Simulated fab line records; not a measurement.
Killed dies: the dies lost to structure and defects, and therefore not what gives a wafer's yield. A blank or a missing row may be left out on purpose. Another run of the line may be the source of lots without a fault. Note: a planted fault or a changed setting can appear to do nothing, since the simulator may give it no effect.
fab line records	flow ritCmos
record: lots: 14	wafers: 42	lastDay: 8
route steps=202 shown PRETRO@70 NLDD@111 CONTACT@177 M1@193
lots untouched by any fault: they come from a run of this same line in which no faults occurred
startH: the number of hours between the record's first day and the start of the first shown wafer of the lot	waitH: hours since the lot's step before	" as in the row above	L1.1+2: several wafers, shown together as one row	- no value, or no start given	* or withheld: withheld	< > ~ a bound
route shown NAME@n: NAME is a module with steps in the file, n the number in the route of the first one	usual: mean and standard deviation over wafers with no fault	same: alike in all rows	chamber/n: place in a boat	sites: each site's reading	_std_site: their standard deviation	_edge_site: mean of outer sites minus mean of inner sites	radiusMm: for every site, how far away it sits from the centre of the wafer	mask NAME#n: copy n	behind: the tool/chamber that last shaped the wafer	hold: cause of the lot's hold/its duration in hours/its outcome	device: the n, p or np transistor that did not switch	end of line: tests of these same wafers at the route's end	a step without rows: its recipe alone	killed: the dies lost at the first sort to structure and to defects; this is not the yield of the wafer	map: the dies of a wafer, with x for killed, . for not killed, _ for no die there
set.NAME: setting as actually run; set.NAME@STEP: the setting as run at that earlier step	model.NAME: the simulator's own value behind a step, which no gauge read
the route's steps for a sample of lots (tables are steps, rows are wafers)
services: when a tool's chamber went out of use (startH, in hours from the record's first day, below 0 if earlier), for how many hours, and the reason
== steps ==
step: RIT_PRETRO_OVL_MEAS_06
usual: PRETRO_OVL: 1.0/1.6
lot.wafer	tool	chamber	startH	waitH	PRETRO_OVL[nm]
L452.2	overlay-01	-	34.04	-	1.9
L452.5	"	-	"	"	3.4
L452.6	"	-	"	"	1.8
L454.2	overlay-01	-	42.69	-	1.3
L454.5	"	-	"	"	2.6
L454.6	"	-	"	"	0.2
L455.2	overlay-02	-	52.06	-	3.0
L455.3	"	-	"	"	2.7
L455.6	"	-	"	"	-0.4
L456.1	overlay-02	-	56.73	-	1.3
L456.2	"	-	"	"	-0.2
L456.6	"	-	"	"	0.0
L459.1	overlay-02	-	68.34	-	1.1
L459.4	"	-	"	"	2.1
L459.6	"	-	"	"	1.9
L460.1	overlay-01	-	73.80	-	-2.1
L460.2	"	-	"	"	0.4
L460.3	"	-	"	"	-0.4
L462.1	overlay-01	-	83.02	-	0.4
L462.2	"	-	"	"	-0.1
L462.4	"	-	"	"	1.3
L463.1	overlay-02	-	87.49	-	1.9
L463.2	"	-	"	"	-0.5
L463.6	"	-	"	"	-0.4
L464.2	overlay-01	-	93.85	-	-1.9
L464.4	"	-	"	"	-0.9
L464.5	"	-	"	"	-1.8
L465.2	overlay-02	-	98.41	-	0.1
L465.3	"	-	"	"	-1.5
L465.4	"	-	"	"	0.4
L467.1	overlay-02	-	108.90	-	0.6
L467.2	"	-	"	"	0.8
L467.6	"	-	"	"	-0.5
L468.2	overlay-01	-	113.15	-	2.7
L468.4	"	-	"	"	2.4
L468.5	"	-	"	"	2.0
L473.2	overlay-01	-	138.02	-	1.9
L473.4	"	-	"	"	-0.5
L473.6	"	-	"	"	0.8
L475.1	overlay-01	-	148.45	-	0.8
L475.3	"	-	"	"	1.3
L475.6	"	-	"	"	2.5
step: RIT_NLDD_IMPLANT_08
recipe: species: P	energyKev: 20	doseCm2: 5e+14	tiltDeg: 7
usual: doseIonsCm2: 5e+14/5.4e+11	faradayCurrentUA: 1573/31
lot.wafer	tool	chamber	startH	waitH	doseIonsCm2	faradayCurrentUA
L452.2	implanter-03	0	50.91	0.1	4.993e+14	1613
L452.5	"	0	"	"	4.997e+14	1563
L452.6	"	0	"	"	4.991e+14	1605
L454.2	implanter-02	0	53.59	0.1	5.006e+14	1549
L454.5	"	0	"	"	5.001e+14	1576
L454.6	"	0	"	"	5.005e+14	1627
L455.2	implanter-03	0	63.31	0.1	4.984e+14	1511
L455.3	"	0	"	"	4.999e+14	1581
L455.6	"	0	"	"	4.995e+14	1517
L456.1	implanter-02	0	68.76	0.1	4.993e+14	1566
L456.2	"	0	"	"	5.008e+14	1516
L456.6	"	0	"	"	5e+14	1650
L459.1	implanter-02	0	81.52	0.1	5.006e+14	1598
L459.4	"	0	"	"	5.009e+14	1584
L459.6	"	0	"	"	5.002e+14	1562
L460.1	implanter-02	0	86.96	0.1	5.002e+14	1586
L460.2	"	0	"	"	5.001e+14	1557
L460.3	"	0	"	"	5e+14	1571
L462.1	implanter-03	0	94.84	0.1	4.992e+14	1532
L462.2	"	0	"	"	4.995e+14	1561
L462.4	"	0	"	"	4.991e+14	1579
L463.1	implanter-02	0	101.75	0.1	5e+14	1574
L463.2	"	0	"	"	5.007e+14	1625
L463.6	"	0	"	"	5e+14	1532
L464.2	implanter-02	0	106.67	0.1	4.996e+14	1538
L464.4	"	0	"	"	4.999e+14	1600
L464.5	"	0	"	"	4.991e+14	1599
L465.2	implanter-04	0	111.16	0.1	4.998e+14	1570
L465.3	"	0	"	"	4.999e+14	1574
L465.4	"	0	"	"	5.001e+14	1589
L467.1	implanter-04	0	122.84	0.1	4.994e+14	1564
L467.2	"	0	"	"	4.998e+14	1617
L467.6	"	0	"	"	5.005e+14	1572
L468.2	implanter-03	0	123.18	0.1	5.021e+14	1597
L468.4	"	0	"	"	4.999e+14	1577
L468.5	"	0	"	"	5.003e+14	1561
L473.2	implanter-03	0	150.78	0.1	4.612e+14	1474
L473.4	"	0	"	"	4.612e+14	1454
L473.6	"	0	"	"	4.606e+14	1470
L475.1	implanter-03	0	162.07	0.1	4.614e+14	1417
L475.3	"	0	"	"	4.615e+14	1429
L475.6	"	0	"	"	4.614e+14	1438
step: RIT_SDANNEAL_RS_MEAS_07
recipe: thkMeasGauge: four-point-probe
usual: NLDD_RS: 151.6/0.43
lot.wafer	tool	chamber	startH	waitH	NLDD_RS[ohm/sq]
L452.2	filmMetro-01	-	60.33	0.1	151.7
L452.5	"	-	"	"	151.6
L452.6	"	-	"	"	151.7
L454.2	filmMetro-02	-	62.35	0.1	151.8
L454.5	"	-	"	"	152.0
L454.6	"	-	"	"	151.7
L455.2	filmMetro-03	-	71.70	0.1	151.2
L455.3	"	-	"	"	151.2
L455.6	"	-	"	"	151.3
L456.1	filmMetro-01	-	77.07	0.1	151.1
L456.2	"	-	"	"	151.0
L456.6	"	-	"	"	151.2
L459.1	filmMetro-01	-	90.82	0.1	152.2
L459.4	"	-	"	"	152.1
L459.6	"	-	"	"	152.1
L460.1	filmMetro-03	-	96.48	0.1	151.6
L460.2	"	-	"	"	151.4
L460.3	"	-	"	"	151.3
L462.1	filmMetro-02	-	104.19	0.1	152.0
L462.2	"	-	"	"	151.8
L462.4	"	-	"	"	151.8
L463.1	filmMetro-01	-	110.22	0.1	151.3
L463.2	"	-	"	"	151.4
L463.6	"	-	"	"	152.3
L464.2	filmMetro-03	-	115.00	0.1	151.4
L464.4	"	-	"	"	150.9
L464.5	"	-	"	"	151.1
L465.2	filmMetro-03	-	119.34	0.1	151.7
L465.3	"	-	"	"	151.1
L465.4	"	-	"	"	152.3
L467.1	filmMetro-02	-	131.05	0.1	152.1
L467.2	"	-	"	"	152.2
L467.6	"	-	"	"	152.3
L468.2	filmMetro-02	-	132.90	0.1	152.7
L468.4	"	-	"	"	151.9
L468.5	"	-	"	"	151.9
L473.2	filmMetro-01	-	159.94	0.1	162.1
L473.4	"	-	"	"	162.9
L473.6	"	-	"	"	162.4
L475.1	filmMetro-03	-	172.71	0.1	161.4
L475.3	"	-	"	"	162.0
L475.6	"	-	"	"	161.3
step: RIT_CONTACT_OVL_MEAS_09
usual: CONTACT_OVL: 1.2/1.4
lot.wafer	tool	chamber	startH	waitH	CONTACT_OVL[nm]
L452.2	overlay-02	-	62.38	0.1	1.1
L452.5	"	-	"	"	-0.3
L452.6	"	-	"	"	-1.2
L454.2	overlay-02	-	64.18	0.1	0.4
L454.5	"	-	"	"	0.2
L454.6	"	-	"	"	1.7
L455.2	overlay-02	-	73.53	0.1	-2.3
L455.3	"	-	"	"	0.6
L455.6	"	-	"	"	-1.8
L456.1	overlay-01	-	78.91	0.1	0.6
L456.2	"	-	"	"	1.4
L456.6	"	-	"	"	2.5
L459.1	overlay-02	-	92.65	0.1	2.8
L459.4	"	-	"	"	1.4
L459.6	"	-	"	"	0.9
L460.1	overlay-01	-	98.44	0.1	2.7
L460.2	"	-	"	"	3.7
L460.3	"	-	"	"	1.7
L462.1	overlay-02	-	106.15	0.1	1.9
L462.2	"	-	"	"	1.6
L462.4	"	-	"	"	4.3
L463.1	overlay-02	-	112.27	0.1	1.8
L463.2	"	-	"	"	1.1
L463.6	"	-	"	"	2.3
L464.2	overlay-01	-	116.97	0.1	1.2
L464.4	"	-	"	"	2.8
L464.5	"	-	"	"	2.0
L465.2	overlay-01	-	121.28	0.1	0.1
L465.3	"	-	"	"	1.5
L465.4	"	-	"	"	1.0
L467.1	overlay-02	-	133.01	0.1	0.0
L467.2	"	-	"	"	-1.0
L467.6	"	-	"	"	-2.2
L468.2	overlay-01	-	134.72	0.1	2.1
L468.4	"	-	"	"	2.6
L468.5	"	-	"	"	2.7
L473.2	overlay-02	-	161.95	0.1	1.7
L473.4	"	-	"	"	0.4
L473.6	"	-	"	"	0.5
L475.1	overlay-02	-	174.55	0.1	0.2
L475.3	"	-	"	"	2.6
L475.6	"	-	"	"	2.2
step: RIT_M1_CD_MEAS_09
recipe: targetCdNm: 2600
usual: cdNm: 2599.8/2.5
lot.wafer	tool	chamber	startH	waitH	cdNm
L452.2	cdSem-01	-	65.16	-	2599.0
L452.5	"	-	"	"	2602.5
L452.6	"	-	"	"	2597.1
L454.2	cdSem-02	-	66.69	-	2599.9
L454.5	"	-	"	"	2602.9
L454.6	"	-	"	"	2601.4
L455.2	cdSem-02	-	76.10	-	2596.2
L455.3	"	-	"	"	2598.3
L455.6	"	-	"	"	2597.6
L456.1	cdSem-02	-	81.29	-	2598.4
L456.2	"	-	"	"	2602.4
L456.6	"	-	"	"	2601.5
L459.1	cdSem-02	-	95.15	-	2597.9
L459.4	"	-	"	"	2598.8
L459.6	"	-	"	"	2601.4
L460.1	cdSem-02	-	100.94	-	2598.5
L460.2	"	-	"	"	2598.5
L460.3	"	-	"	"	2601.3
L462.1	cdSem-02	-	108.53	-	2597.4
L462.2	"	-	"	"	2596.2
L462.4	"	-	"	"	2596.5
L463.1	cdSem-02	-	114.73	-	2598.9
L463.2	"	-	"	"	2597.5
L463.6	"	-	"	"	2599.7
L464.2	cdSem-02	-	119.61	-	2603.4
L464.4	"	-	"	"	2603.0
L464.5	"	-	"	"	2601.9
L465.2	cdSem-02	-	123.80	-	2603.2
L465.3	"	-	"	"	2600.8
L465.4	"	-	"	"	2600.3
L467.1	cdSem-02	-	135.43	-	2605.3
L467.2	"	-	"	"	2603.6
L467.6	"	-	"	"	2605.0
L468.2	cdSem-02	-	137.11	-	2600.3
L468.4	"	-	"	"	2601.1
L468.5	"	-	"	"	2597.9
L473.2	cdSem-02	-	164.35	-	2598.6
L473.4	"	-	"	"	2598.8
L473.6	"	-	"	"	2600.0
L475.1	cdSem-02	-	177.10	-	2600.0
L475.3	"	-	"	"	2600.4
L475.6	"	-	"	"	2600.6
step: RIT_M1_PROBE_99
usual: killed_at_M0_to_M3: 0.0/0.083	killedAtContacts: 0.1/0.31	killedAtFrontEnd: 6.3/2.7	killedDies: 6.4/2.7	killedOnRim: 1.7/1.4	killedOpen: 3.3/2	killedShort: 3/1.8
same: grossDies: 264	killed_at_M4_up: 0	killedAtBackSide: 0	killedAtOther: 0
lot.wafer	tool	chamber	startH	waitH	killed_at_M0_to_M3	killedAtContacts	killedAtFrontEnd	killedDies	killedOnRim	killedOpen	killedShort
L468.2	prober-02	-	139.80	0.1	0	0	6	6	2	4	2
L468.4	prober-02	-	139.90	0.2	0	0	8	8	1	0	8
L468.5	prober-02	-	139.95	0.2	0	0	12	12	5	8	4
L473.2	prober-01	-	167.22	0.1	0	1	8	9	3	2	7
L473.4	prober-01	-	167.32	0.2	0	0	7	7	3	4	3
L473.6	prober-01	-	167.42	0.2	0	0	5	5	0	2	3
L475.1	prober-01	-	179.76	0.1	0	0	1	1	0	1	0
L475.3	prober-01	-	179.86	0.2	0	1	5	6	0	2	4
L475.6	prober-01	-	180.01	0.2	0	0	7	7	3	5	2
killed by level:class
L468.2 FOX1:geometricParticle:short=1 GATE:geometricParticle:open=1 REOX:geometricParticle:open=1 SPACER:geometricParticle:short=1 SPACER:geometricParticle:open=1 SILICIDE:geometricParticle:open=1
L468.4 GATE:geometricParticle:short=2 REOX:geometricParticle:short=2 ACTIVE:geometricParticle:short=1 FOX1:geometricParticle:short=1 SPACER:geometricParticle:short=1 SILICIDE:geometricParticle:short=1
L468.5 GATE:geometricParticle:open=4 GATE:geometricParticle:short=2 FOX1:geometricParticle:short=1 FOX1:geometricParticle:open=1 FOX2:geometricParticle:open=1 REOX:geometricParticle:short=1 SPACER:geometricParticle:open=1 SILICIDE:geometricParticle:open=1
L473.2 FOX1:geometricParticle:short=2 SILICIDE:geometricParticle:short=2 FOX2:geometricParticle:short=1 GATE:geometricParticle:open=1 GATE:geometricParticle:short=1 SILICIDE:geometricParticle:open=1 CONTACT:geometricParticle:short=1
L473.4 FOX1:geometricParticle:open=2 SILICIDE:geometricParticle:short=2 GATE:geometricParticle:short=1 REOX:geometricParticle:open=1 SPACER:geometricParticle:open=1
L473.6 FOX1:geometricParticle:open=1 GATE:geometricParticle:short=1 SPACER:geometricParticle:open=1 SPACER:geometricParticle:short=1 SILICIDE:geometricParticle:short=1
L475.1 GATE:geometricParticle:open=1
L475.3 GATE:geometricParticle:short=3 FOX1:geometricParticle:short=1 SPACER:geometricParticle:open=1 CONTACT:geometricParticle:open=1
L475.6 GATE:geometricParticle:open=3 GATE:geometricParticle:short=2 FOX1:geometricParticle:open=1 REOX:geometricParticle:open=1
== services ==
tool	chamber	startH	hours	kind
implanter-04	-	29.59	13.4	pm
implanter-04	-	114.42	3.4	repair
implanter-02	-	122.15	2.2	repair
== key ==
firstSign: step: RIT_NLDD_IMPLANT_08	reading: doseIonsCm2	direction: down	sigmas: 71	usual: 5e+14	struck: 4.612e+14
effect: step: RIT_NLDD_IMPLANT_08	reading: faradayCurrentUA	direction: down	sigmas: 4	usual: 1573	struck: 1447
effect: step: RIT_SDANNEAL_RS_MEAS_07	reading: NLDD_RS	direction: up	sigmas: 24	usual: 151.6	struck: 162.0
metAt RIT_NLDD_IMPLANT_08
struckLots L473,L475
testerLeftOut L473,L475
notActingAt RIT_PRETRO_OVL_MEAS_06,RIT_CONTACT_OVL_MEAS_09,RIT_M1_CD_MEAS_09
onsetBetween 123.18 150.78
fault: kind: processParameterDrift	tool: implanter-03	chamber: -	onsetH: 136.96	steps: RIT_NLDD_IMPLANT_08	channel: doseCm2	offset: -3.9174e+13	shape: step	endH: 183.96	actsIn: theseRecipesOnly	stated: 5e+14
testerLeftOut: of these lots the tester's yield and bins aren't shown, on N5 and GAA mostly nor the transistor test; their killed dies are dies lost to structure and defects alone, not to doping, threshold or leakage, so they don't give the yield
